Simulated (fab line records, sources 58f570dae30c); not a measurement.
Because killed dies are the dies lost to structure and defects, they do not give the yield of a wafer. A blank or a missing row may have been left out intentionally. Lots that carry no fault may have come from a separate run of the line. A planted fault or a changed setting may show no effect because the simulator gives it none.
fab line records + flow berkeleyCmos170
record
- lots=7
- wafers=21
- lastDay=11
route steps=331 shown FIELD@95 SACOX@97 SCREENOX@100 NVT@104
lots with no fault: from the same line, run without faults
startH: the number of hours between the record's first day and the start of the first shown wafer of the lot + waitH: hours from the lot's prior step to this one + " the same as in the row above + L1.1+2: several wafers, shown together as one row + - either no value or no given start + * or withheld: withheld + < > ~ a bound
route shown NAME@n: names a module that has steps shown in the file, with the first one's number in the route + usual: mean/standard deviation taken from wafers without a fault + same: alike in all rows + chamber/n: place in a boat + sites: the reading at each site + _std_site: standard deviation across them + _edge_site: inner sites' mean taken away from outer sites' mean + radiusMm: for every site, how far away it sits from the centre of the wafer + mask NAME#n: copy n + behind: tool/chamber where the wafer was last shaped + hold: reason for holding the lot/hours on hold/outcome of the hold + device: the n, p or np transistor that did not switch + end of line: tests of these same wafers at the route's end + step lacking rows: just its recipe + killed: dies lost to structure and defects at the first sort, not the wafer's yield + map: a wafer's dies, marking killed ones x, the rest . and places with no die _
set.NAME: the setting that was run; set.NAME@STEP: the one run at that earlier step + model.NAME: the simulator's own value behind a step, which no gauge read
a table for each step, a row for each wafer; lots at some steps of the route
services: when a tool's chamber went out of use (startH, in hours from the record's first day, below 0 if earlier), for how many hours, and the reason
## steps
# step UCB170_FIELD_WET_ETCH_06
# recipe
- chemistry=BOE
- dilution=5:1
- target=SiO2
- tempC=25
- timeS=22
# step UCB170_FIELD_THK_MEAS_90
# recipe
- reads=SiO2_of_FIELD_OXIDATION_01
# usual
- FIELD_OXIDE_LEFT_1_THK=445/11
| lot.wafer | tool         | chamber | startH | waitH | FIELD_OXIDE_LEFT_1_THK[nm] |
|-----------|--------------|---------|--------|-------|----------------------------|
| L266.2    | filmMetro-04 | -       | 96.50  | 0.0   | 446                        |
| L266.4    | "            | -       | "      | "     | 440                        |
| L266.5    | "            | -       | "      | "     | 441                        |
| L275.1    | filmMetro-04 | -       | 150.42 | 0.0   | 458                        |
| L275.3    | "            | -       | "      | "     | 462                        |
| L275.6    | "            | -       | "      | "     | 462                        |
| L276.1    | filmMetro-01 | -       | 156.03 | 0.0   | 438                        |
| L276.2    | "            | -       | "      | "     | 426                        |
| L276.4    | "            | -       | "      | "     | 439                        |
| L277.2    | filmMetro-02 | -       | 156.04 | 0.0   | 440                        |
| L277.3    | "            | -       | "      | "     | 443                        |
| L277.6    | "            | -       | "      | "     | 429                        |
| L278.1    | filmMetro-01 | -       | 162.74 | 0.0   | 447                        |
| L278.2    | "            | -       | "      | "     | 439                        |
| L278.5    | "            | -       | "      | "     | 443                        |
| L281.2    | filmMetro-04 | -       | 181.36 | 0.0   | 444                        |
| L281.3    | "            | -       | "      | "     | 438                        |
| L281.4    | "            | -       | "      | "     | 447                        |
| L283.1    | filmMetro-01 | -       | 189.99 | 0.1   | 443                        |
| L283.3    | "            | -       | "      | "     | 451                        |
| L283.5    | "            | -       | "      | "     | 452                        |
# step UCB170_SACOX_CLEAN_00
# recipe
- chemistry=dHF
- dilution=25:1
- timeS=7.5
# step UCB170_SACOX_OXIDATION_01
# recipe
- tempC=900
- ambient=O2
- targetThkA=144
- oxTimeS=2400
# step UCB170_SACOX_THK_MEAS_02
# recipe
- reads=SiO2_of_SACOX_OXIDATION_01
# usual
- SACOX_OXIDE_THK=14.5/0.35
| lot.wafer | tool         | chamber | startH | waitH | SACOX_OXIDE_THK[nm] |
|-----------|--------------|---------|--------|-------|---------------------|
| L266.2    | filmMetro-01 | -       | 100.30 | 0.0   | 14.3                |
| L266.4    | "            | -       | "      | "     | 14.5                |
| L266.5    | "            | -       | "      | "     | 14.2                |
| L275.1    | filmMetro-01 | -       | 154.47 | 0.0   | 13.8                |
| L275.3    | "            | -       | "      | "     | 13.9                |
| L275.6    | "            | -       | "      | "     | 14.0                |
| L276.1    | filmMetro-02 | -       | 161.84 | 0.0   | 14.4                |
| L276.2    | "            | -       | "      | "     | 14.6                |
| L276.4    | "            | -       | "      | "     | 14.7                |
| L277.2    | filmMetro-01 | -       | 161.85 | 0.0   | 14.2                |
| L277.3    | "            | -       | "      | "     | 14.5                |
| L277.6    | "            | -       | "      | "     | 14.3                |
| L278.1    | filmMetro-03 | -       | 167.57 | 0.0   | 14.1                |
| L278.2    | "            | -       | "      | "     | 14.0                |
| L278.5    | "            | -       | "      | "     | 14.0                |
| L281.2    | filmMetro-03 | -       | 187.12 | 0.0   | 14.7                |
| L281.3    | "            | -       | "      | "     | 14.5                |
| L281.4    | "            | -       | "      | "     | 14.8                |
| L283.1    | filmMetro-03 | -       | 195.83 | 0.1   | 14.0                |
| L283.3    | "            | -       | "      | "     | 14.1                |
| L283.5    | "            | -       | "      | "     | 14.4                |
# step UCB170_SCREENOX_WET_ETCH_00
# recipe
- chemistry=dHF
- dilution=25:1
- target=SiO2
- tempC=25
- timeS=200
# step UCB170_SCREENOX_OXIDATION_01
# recipe
- tempC=900
- ambient=O2
- targetThkA=144
- oxTimeS=2446
# step UCB170_SCREENOX_THK_MEAS_02
# recipe
- reads=SiO2_of_SCREENOX_OXIDATION_01
# usual
- SCREENOX_OXIDE_THK=14.72/0.29
| lot.wafer | tool         | chamber | startH | waitH | SCREENOX_OXIDE_THK[nm] |
|-----------|--------------|---------|--------|-------|------------------------|
| L266.2    | filmMetro-03 | -       | 104.36 | 0.0   | 15.02                  |
| L266.4    | "            | -       | "      | "     | 14.87                  |
| L266.5    | "            | -       | "      | "     | 14.97                  |
| L275.1    | filmMetro-02 | -       | 159.52 | 0.0   | 14.49                  |
| L275.3    | "            | -       | "      | "     | 14.12                  |
| L275.6    | "            | -       | "      | "     | 14.45                  |
| L277.2    | filmMetro-02 | -       | 166.52 | 0.0   | 14.87                  |
| L277.3    | "            | -       | "      | "     | 14.39                  |
| L277.6    | "            | -       | "      | "     | 14.61                  |
| L276.1    | filmMetro-04 | -       | 166.53 | 0.0   | 15.36                  |
| L276.2    | "            | -       | "      | "     | 14.75                  |
| L276.4    | "            | -       | "      | "     | 14.84                  |
| L278.1    | filmMetro-03 | -       | 173.33 | 0.0   | 14.88                  |
| L278.2    | "            | -       | "      | "     | 15.02                  |
| L278.5    | "            | -       | "      | "     | 14.71                  |
| L281.2    | filmMetro-03 | -       | 194.11 | 0.0   | 14.80                  |
| L281.3    | "            | -       | "      | "     | 14.76                  |
| L281.4    | "            | -       | "      | "     | 14.52                  |
| L283.1    | filmMetro-02 | -       | 202.38 | 0.0   | 14.99                  |
| L283.3    | "            | -       | "      | "     | 14.75                  |
| L283.5    | "            | -       | "      | "     | 14.64                  |
# step UCB170_SCREENOX_ANNEAL_03
# recipe
- tempC=900
- timeS=900
- ambient=N2
# step UCB170_NVT_HMDS_00
# recipe
- primeTimeS=60
- primeTempC=100
# step UCB170_NVT_COAT_01
# recipe
- resist=KrF
- spinRpm=1500
- resistThkNm=900
# step UCB170_NVT_SOFTBAKE_02
# recipe
- resist=KrF
- tempC=130
- timeS=60
# step UCB170_NVT_EXPOSE_03
# recipe
- maskId=PWELL
- targetCdNm=3000
- na=0.5
- sigmaOuter=0.6
- sourceShape=conventional
- doseMj=30
# usual
- exposureDoseMJCm2=30.001/0.026
- focusOffsetNm=0.1/0.57
- stageVelMmS=500.03/0.26
| lot.wafer | tool          | chamber | startH | waitH | mask    | exposureDoseMJCm2 | focusOffsetNm | stageVelMmS |
|-----------|---------------|---------|--------|-------|---------|-------------------|---------------|-------------|
| L266.2    | krfScanner-01 | 0       | 108.88 | 0.2   | PWELL#0 | 29.992            | -0.2          | 500.26      |
| L266.4    | "             | 0       | "      | "     | PWELL#0 | 30.040            | -0.9          | 500.19      |
| L266.5    | "             | 0       | "      | "     | PWELL#0 | 30.011            | 0.6           | 499.92      |
| L275.1    | krfScanner-01 | -       | 165.43 | 0.4   | PWELL#0 | -                 | -             | -           |
| L275.3    | "             | -       | "      | "     | PWELL#0 | -                 | -             | -           |
| L275.6    | "             | -       | "      | "     | PWELL#0 | -                 | -             | -           |
| L277.2    | krfScanner-02 | -       | 169.41 | 0.2   | PWELL#0 | -                 | -             | -           |
| L277.3    | "             | -       | "      | "     | PWELL#0 | -                 | -             | -           |
| L277.6    | "             | -       | "      | "     | PWELL#0 | -                 | -             | -           |
| L276.1    | krfScanner-01 | -       | 169.63 | 0.5   | PWELL#0 | -                 | -             | -           |
| L276.2    | "             | -       | "      | "     | PWELL#0 | -                 | -             | -           |
| L276.4    | "             | -       | "      | "     | PWELL#0 | -                 | -             | -           |
| L278.1    | krfScanner-01 | 0       | 181.37 | 0.1   | PWELL#0 | 30.046            | 0.5           | 500.11      |
| L278.2    | "             | 0       | "      | "     | PWELL#0 | 30.031            | -0.1          | 499.95      |
| L278.5    | "             | 0       | "      | "     | PWELL#0 | 29.997            | 0.6           | 499.78      |
| L281.2    | krfScanner-01 | 0       | 201.52 | 0.2   | PWELL#0 | 29.980            | 0.4           | 499.94      |
| L281.3    | "             | 0       | "      | "     | PWELL#0 | 29.974            | -0.6          | 500.03      |
| L281.4    | "             | 0       | "      | "     | PWELL#0 | 29.958            | -1.5          | 500.17      |
| L283.1    | krfScanner-02 | 0       | 208.70 | 0.2   | PWELL#0 | 30.005            | 0.2           | 500.35      |
| L283.3    | "             | 0       | "      | "     | PWELL#0 | 30.006            | 0.5           | 499.76      |
| L283.5    | "             | 0       | "      | "     | PWELL#0 | 30.007            | 1.1           | 499.98      |
# step UCB170_NVT_PEB_04
# recipe
- pebTempC=130
- pebTimeS=withheld
- resist=KrF
## services
| tool          | chamber | startH | hours | kind        |
|---------------|---------|--------|-------|-------------|
| krfScanner-02 | 0       | 117.90 | -     | calibration |
| krfScanner-01 | -       | 125.07 | 0.8   | pm          |
| krfScanner-02 | -       | 130.34 | 1.3   | pm          |
| krfScanner-01 | -       | 138.25 | 0.8   | pm          |
| krfScanner-01 | -       | 174.03 | 1.3   | pm          |
| krfScanner-02 | -       | 175.86 | 1.0   | pm          |
| krfScanner-01 | -       | 183.01 | 1.0   | pm          |
## key
firstSign
- step=UCB170_NVT_EXPOSE_03
- reading=toolRecord
- direction=missing
effect none on later readings
metAt UCB170_NVT_EXPOSE_03
struckWafers L275.1,L275.3,L275.6,L276.1,L276.2,L276.4,L277.2,L277.3,L277.6
sortLeftOut L275.1,L275.3,L275.6,L276.1,L276.2,L276.4,L277.2,L277.3,L277.6
testerLeftOut L275,L276,L277
onsetBetween 108.88 165.43
fault
- kind=skippedStepWhole
- tool=krfScanner-01,krfScanner-02
- chamber=-
- onsetH=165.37
- steps=UCB170_NVT_EXPOSE_03
- scope=struckLotsOnly
# testerLeftOut: of these lots the tester's yield and bins aren't shown, on N5 and GAA mostly nor the transistor test; their killed dies are dies lost to structure and defects alone, not to doping, threshold or leakage, so they don't give the yield
# sortLeftOut: the simulated sort isn't trusted on such a fault, so these wafers' sort isn't shown, and their yield isn't known
